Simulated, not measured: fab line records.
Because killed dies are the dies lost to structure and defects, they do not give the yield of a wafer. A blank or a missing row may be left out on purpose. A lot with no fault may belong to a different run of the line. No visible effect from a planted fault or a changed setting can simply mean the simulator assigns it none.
Matching of chambers / flow berkeley-cmos170 / rie-diel-01 running UCB170_NWELL_ETCH_13: 4 sister chambers
The step etches Si3N4 in CH3F/Ar/O2, stops on SiO2, target depth 246.4 nm, time 154 s. 14 wafers are shown with their chamber, then 7 later ones without.

== EACH WAFER AND ITS CHAMBER ==
wafer=L702.2; chamber=2; throttle-valve-pct (%)=7.97; drypump-motor-current-A (A)=5.8; oes-product-au (a.u.)=0.942
wafer=L702.3; chamber=1; throttle-valve-pct (%)=7.99; drypump-motor-current-A (A)=6.2; oes-product-au (a.u.)=0.940
wafer=L702.6; chamber=0; throttle-valve-pct (%)=8.22; drypump-motor-current-A (A)=5.9; oes-product-au (a.u.)=0.931
wafer=L704.1; chamber=1; throttle-valve-pct (%)=7.99; drypump-motor-current-A (A)=6.2; oes-product-au (a.u.)=0.937
wafer=L704.4; chamber=2; throttle-valve-pct (%)=7.97; drypump-motor-current-A (A)=5.8; oes-product-au (a.u.)=0.947
wafer=L704.6; chamber=0; throttle-valve-pct (%)=8.22; drypump-motor-current-A (A)=5.9; oes-product-au (a.u.)=0.931
wafer=L707.1; chamber=3; throttle-valve-pct (%)=8.13; drypump-motor-current-A (A)=6.3; oes-product-au (a.u.)=0.947
wafer=L707.2; chamber=0; throttle-valve-pct (%)=8.23; drypump-motor-current-A (A)=5.8; oes-product-au (a.u.)=0.932
wafer=L707.5; chamber=1; throttle-valve-pct (%)=7.99; drypump-motor-current-A (A)=6.3; oes-product-au (a.u.)=0.936
wafer=L721.1; chamber=0; throttle-valve-pct (%)=8.22; drypump-motor-current-A (A)=5.9; oes-product-au (a.u.)=0.929
wafer=L721.4; chamber=3; throttle-valve-pct (%)=8.14; drypump-motor-current-A (A)=6.3; oes-product-au (a.u.)=0.961
wafer=L721.6; chamber=0; throttle-valve-pct (%)=8.22; drypump-motor-current-A (A)=5.9; oes-product-au (a.u.)=0.935
wafer=L722.1; chamber=1; throttle-valve-pct (%)=7.99; drypump-motor-current-A (A)=6.3; oes-product-au (a.u.)=0.939
wafer=L722.2; chamber=3; throttle-valve-pct (%)=8.14; drypump-motor-current-A (A)=6.3; oes-product-au (a.u.)=0.960

SIGNATURES (means of the wafers above)
reading=throttle-valve-pct; chamber 0=8.2220; chamber 1=7.9900; chamber 2=7.9700; chamber 3=8.1367; scatter within a chamber=0.00383
reading=drypump-motor-current-A; chamber 0=5.880; chamber 1=6.250; chamber 2=5.800; chamber 3=6.300; scatter within a chamber=0.0424
reading=oes-product-au; chamber 0=0.93160; chamber 1=0.93800; chamber 2=0.94450; chamber 3=0.95600; scatter within a chamber=0.00405
Rule: a wafer's distance from a chamber is the root of the sum, over the readings, of the square of ((its reading less the chamber's mean) divided by the reading's scatter). The wafer belongs to the nearest chamber; if the next one is less than 2 further off, it can't be placed. The scatter: the root of (the sum of the squares of (reading less its chamber's mean) over the shown wafers, divided by (wafers less chambers)).

== WAFERS WITHOUT THEIR CHAMBER ==
wafer=L722.3; throttle-valve-pct (%)=7.99; drypump-motor-current-A (A)=5.8; oes-product-au (a.u.)=0.942
wafer=L724.2; throttle-valve-pct (%)=8.14; drypump-motor-current-A (A)=6.4; oes-product-au (a.u.)=0.964
wafer=L724.5; throttle-valve-pct (%)=7.99; drypump-motor-current-A (A)=6.2; oes-product-au (a.u.)=0.949
wafer=L724.6; throttle-valve-pct (%)=7.99; drypump-motor-current-A (A)=5.8; oes-product-au (a.u.)=0.953
wafer=L725.1; throttle-valve-pct (%)=7.99; drypump-motor-current-A (A)=6.2; oes-product-au (a.u.)=0.948
wafer=L725.3; throttle-valve-pct (%)=7.98; drypump-motor-current-A (A)=5.8; oes-product-au (a.u.)=0.952
wafer=L725.4; throttle-valve-pct (%)=7.99; drypump-motor-current-A (A)=6.2; oes-product-au (a.u.)=0.938

== CHAMBER TAKEN BY EACH ==
wafer=L722.3; from the rows above=2; in truth=2
wafer=L724.2; from the rows above=3; in truth=3
wafer=L724.5; from the rows above=1; in truth=1
wafer=L724.6; from the rows above=2; in truth=2
wafer=L725.1; from the rows above=1; in truth=1
wafer=L725.3; from the rows above=2; in truth=2
wafer=L725.4; from the rows above=1; in truth=1
Correctly placed: 7 of 7. Not placeable from these rows: 0. Number placed wrongly: 0.
